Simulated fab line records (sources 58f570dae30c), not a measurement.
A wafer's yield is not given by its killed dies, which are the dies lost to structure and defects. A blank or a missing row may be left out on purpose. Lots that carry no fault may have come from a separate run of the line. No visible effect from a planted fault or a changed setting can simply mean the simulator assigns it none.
Matching of chambers ; flow berkeley-cmos170 ; 4 sister chambers for UCB170_ZERO_ETCH_06 on rie-diel-01
The step etches SiO2 in CHF3/CF4/Ar, time 12 s. 8 wafers are shown with their chamber, then 9 later ones without.

== EACH WAFER AND ITS CHAMBER ==
wafer;chamber;drypump-motor-current-A (A);throttle-valve-pct (%)
L078.1;2;5.0;9.43
L084.5;0;5.0;9.05
L087.1;0;5.0;9.05
L087.2;2;4.9;9.42
L087.4;3;5.5;9.44
L089.2;1;5.8;9.16
L089.4;3;5.5;9.43
L089.6;1;5.8;9.13

== WAFERS MISSING THEIR CHAMBER ==
wafer;drypump-motor-current-A (A);throttle-valve-pct (%)
L092.1;5.5;9.42
L092.3;5.0;9.05
L092.4;4.9;9.41
L095.3;5.8;9.15
L095.4;5.0;9.07
L095.5;5.8;9.14
L097.2;5.5;9.42
L097.4;4.9;9.43
L097.6;5.8;9.13

== WHICH CHAMBER EACH ONE RAN IN ==
wafer;from the rows above;in truth
L092.1;3;3
L092.3;0;0
L092.4;2;2
L095.3;1;1
L095.4;0;0
L095.5;1;1
L097.2;3;3
L097.4;2;2
L097.6;1;1
Placed correctly: 9 of 9. From these rows, 0 cannot be placed. Wrongly placed: 0.
How it was worked out, from the rows above alone: a wafer's distance from a chamber is the root of the sum, over the readings, of the square of ((its reading less the chamber's mean) divided by the reading's scatter). If the next closest chamber is less than 2 further off than the closest, the wafer can't be placed; otherwise it belongs to the closest. The mean given for a chamber averages the wafers shown for that chamber. The scatter: the root of (the sum of the squares of (reading less its chamber's mean) over the shown wafers, divided by (wafers less chambers)).
